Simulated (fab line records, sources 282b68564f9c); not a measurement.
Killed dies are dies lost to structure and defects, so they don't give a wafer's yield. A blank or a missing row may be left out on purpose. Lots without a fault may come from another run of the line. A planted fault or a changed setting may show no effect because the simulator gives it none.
A struck lot beside a sound one | flow rit_cmos | 45 steps out of a route of 202
Sound: wafers L867.1, L867.2, L867.4. Struck: wafers L876.1, L876.2, L876.5. The cause comes at the end.
At each step with rows: each side's tool, then ch and its chambers, then its first start. Under that, the readings that differ: sound wafers | struck wafers | difference of the means | sigmas: that difference in standard deviations of wafers without a fault.
alike: readings whose means differ by less than 2 such deviations, and words and numbers that are the same on both sides. not compared: withheld readings, readings that some wafer has no value for, bounds like >300 that may hide the same value, and numbers for which the record gives no deviation and whose values overlap.
The two part at a step that has a row with sigmas, a row that says differs or no value, or rows on one side only. Numbers that don't overlap but have no deviation are shown without sigmas and don't part them. A reading that every wafer of one side lacks parts them only if that side has two wafers or more.

first, 2 steps without rows for these wafers: RIT_SPACER_CLEAN_02 (cleans in SC2, time 600 s); RIT_SPACER_CVD_03 (deposits Si3N4 from SiH2Cl2/NH3, target thk 250 nm, time 3300 s).
RIT_SPACER_THK_MEAS_04:
  sound on film_metro-04, day 3 02:13; struck on film_metro-03, day 4 23:47
  alike: SPACER_NITRIDE_THK
RIT_SPACER_ETCHBACK_05: etches Si3N4 in SF6/CHF3, stops on SiO2, target depth 250 nm, time 240 s.
  sound on rie_diel-02 ch 1,2, day 3 02:16; struck on rie_diel-03 ch 1,3, day 4 23:51
  alike: drypump_motor_current_A, oes_product_au, throttle_valve_pct
  not compared: rf_hours_counter_h
then, 6 steps without rows for these wafers: RIT_NSD_HMDS_00 (prime time 60 s); RIT_NSD_COAT_01 (resist thk 1000 nm); RIT_NSD_SOFTBAKE_02 (time 60 s); RIT_NSD_EXPOSE_03 (exposes mask M9, target cd 40700 nm); RIT_NSD_PEB_04; RIT_NSD_DEVELOP_05 (develop time 50 s).
RIT_NSD_OVL_MEAS_06:
  sound on overlay-01, day 3 03:16; struck on overlay-01, day 5 00:51
  alike: NSD_OVL
then, 1 step without rows for these wafers: RIT_NSD_HARDBAKE_07 (time 60 s).
RIT_NSD_IMPLANT_08:
  sound on implanter-04 ch 0, day 3 03:29; struck on implanter-01 ch 0, day 5 01:03
  reading                   | sound                | struck               | difference | sigmas
  beam_energy_keV           | 24.997 25.011 24.999 | 22.492 22.491 22.483 | -2.514     | -99 or more
  model.implant.rp_nm (nm)  | 32.11 32.11 32.11    | 30.6 30.6 30.6       | -1.5       |
  model.implant.drp_nm (nm) | 14.84 14.84 14.84    | 13.92 13.92 13.92    | -0.92      |
  alike: dose_ions_cm2
RIT_NSD_STRIP_09: strips in O2, time 180 s.
  sound on plasma_asher-01 ch 0,1, day 3 03:38; struck on plasma_asher-04 ch 0,1, day 5 01:12
  alike: drypump_motor_current_A
  not compared: rf_hours_counter_h
RIT_NSD_TW_MEAS_10:
  sound on film_metro-02, day 3 03:49; struck on film_metro-01, day 5 01:23
  reading | sound          | struck         | difference | sigmas
  NSD_TW  | 3059 3060 3069 | 2982 2981 3002 | -74        | -4
then, 6 steps without rows for these wafers: RIT_PSD_HMDS_00 (prime time 60 s); RIT_PSD_COAT_01 (resist thk 1000 nm); RIT_PSD_SOFTBAKE_02 (time 60 s); RIT_PSD_EXPOSE_03 (exposes mask M10, target cd 40900 nm); RIT_PSD_PEB_04; RIT_PSD_DEVELOP_05 (develop time 50 s).
RIT_PSD_OVL_MEAS_06:
  sound on overlay-01, day 3 04:51; struck on overlay-02, day 5 02:25
  alike: PSD_OVL
then, 3 steps without rows for these wafers: RIT_PSD_HARDBAKE_07 (time 60 s); RIT_PSD_IMPLANT_08; RIT_PSD_STRIP_09 (strips in O2, time 180 s).
RIT_PSD_TW_MEAS_10:
  sound on film_metro-03, day 3 05:22; struck on film_metro-02, day 5 02:56
  alike: PSD_TW
then, 4 steps without rows for these wafers: RIT_SDANNEAL_CLEAN_00 (cleans in SC1, time 600 s); RIT_SDANNEAL_CLEAN_01 (cleans in dHF, time 30 s); RIT_SDANNEAL_CLEAN_02 (cleans in SC2, time 600 s); RIT_SDANNEAL_RTA_03 (time 5 s).
RIT_SDANNEAL_RS_MEAS_04: measures by four-point-probe.
  sound on film_metro-03, day 3 05:50; struck on film_metro-03, day 5 03:28
  alike: PSD_RS
RIT_SDANNEAL_RS_MEAS_05: measures by four-point-probe.
  sound on film_metro-03, day 3 05:58; struck on film_metro-03, day 5 03:35
  reading         | sound             | struck            | difference | sigmas
  NSD_RS (ohm/sq) | 85.04 84.88 85.05 | 86.62 86.73 86.62 | +1.67      | +6
RIT_SDANNEAL_RS_MEAS_06: measures by four-point-probe.
  sound on film_metro-03, day 3 06:05; struck on film_metro-03, day 5 03:42
  alike: PLDD_RS
RIT_SDANNEAL_RS_MEAS_07: measures by four-point-probe.
  sound on film_metro-03, day 3 06:12; struck on film_metro-03, day 5 03:49
  alike: NLDD_RS
then, 1 step without rows for these wafers: RIT_SILICIDE_WET_ETCH_00 (etches SiO2 in BOE, target depth 14 nm, time 15 s).
RIT_SILICIDE_SPUTTER_01: material Ti, target thk 30 nm, time 240 s.
  sound on pvd_sputter-03, day 3 06:20; struck on pvd_sputter-03, day 5 03:58
  alike: throttle_valve_pct
RIT_SILICIDE_RS_MEAS_02: measures by four-point-probe.
  sound on film_metro-04, day 3 06:29; struck on film_metro-02, day 5 04:07
  reading                 | sound          | struck         | difference | sigmas
  SILICIDE_TI_RS (ohm/sq) | 45.4 45.3 45.8 | 46.8 46.4 46.8 | +1.2       | +2
RIT_SILICIDE_THK_MEAS_03: measures by xrf.
  sound on film_metro-04, day 3 06:37; struck on film_metro-02, day 5 04:14
  alike: SILICIDE_TI_THK
RIT_SILICIDE_RTA_04: time 10 s, ramp up 5 s, ramp down 5 s.
  sound on rtp_anneal-01 ch 0, day 3 06:40; struck on rtp_anneal-02 ch 0, day 5 04:17
  alike: wafer_temp_C_max
then, 2 steps without rows for these wafers: RIT_SILICIDE_WET_ETCH_05 (etches Ti in SPM, time 120 s); RIT_SILICIDE_RTA_06 (time 10 s, ramp up 5 s, ramp down 10 s).
RIT_CONTACT_CVD_00: deposits SiO2 from TEOS, target thk 400 nm, time 61 s.
  sound on pecvd-04 ch 0,1, day 3 06:51; struck on pecvd-04 ch 0,1, day 5 04:28
  alike: heater_power_w
RIT_M1_DEVELOP_08: develop time 68 s.
  sound on litho_track-02 ch 0; struck on litho_track-04 ch 0
  reading             | sound          | struck         | difference | sigmas
  model.M1.cd_nm (nm) | 2601 2601 2600 | 2578 2579 2581 | -21        |
RIT_M1_METAL_ETCH_12: etches Al in Cl2/BCl3, stops on SiO2, time 165 s, target depth 600 nm.
  sound on rie_metal-02 ch 0,1, day 3 11:07; struck on rie_metal-02 ch 0,1, day 5 08:29
  reading             | sound          | struck         | difference | sigmas
  model.M1.cd_nm (nm) | 2602 2602 2601 | 2580 2581 2581 | -21        |
  alike: drypump_motor_current_A, oes_product_au, throttle_valve_pct
  not compared: rf_hours_counter_h
RIT_M1_PROBE_99:
  sound on prober-01, day 3 13:23; struck on prober-02, day 5 11:18
  reading                              | sound             | struck           | difference | sigmas
  model.etest.m1.width_nm (nm)         | 2594 2604 2605    | 2585 2579 2585   | -18        |
  model.etest.contact_nplus.end_ohm_um | 41.97 43.24 43.63 | 44.9 46.32 45.27 | +2.6       |
  alike: killed_at_contacts, killed_at_front_end, killed_dies, killed_open, killed_short

WHERE THEY PART
First at RIT_NSD_IMPLANT_08; last, within this record, at RIT_SILICIDE_RS_MEAS_02. Later steps at which nothing parts them and some readings are alike: RIT_SILICIDE_THK_MEAS_03, RIT_SILICIDE_RTA_04, RIT_CONTACT_CVD_00, RIT_M1_METAL_ETCH_12, RIT_M1_PROBE_99.

WHY: what the simulator had put in
Process parameter drift: implanter-01, from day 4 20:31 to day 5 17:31, at RIT_NSD_IMPLANT_08. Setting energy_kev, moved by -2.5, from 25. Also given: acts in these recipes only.
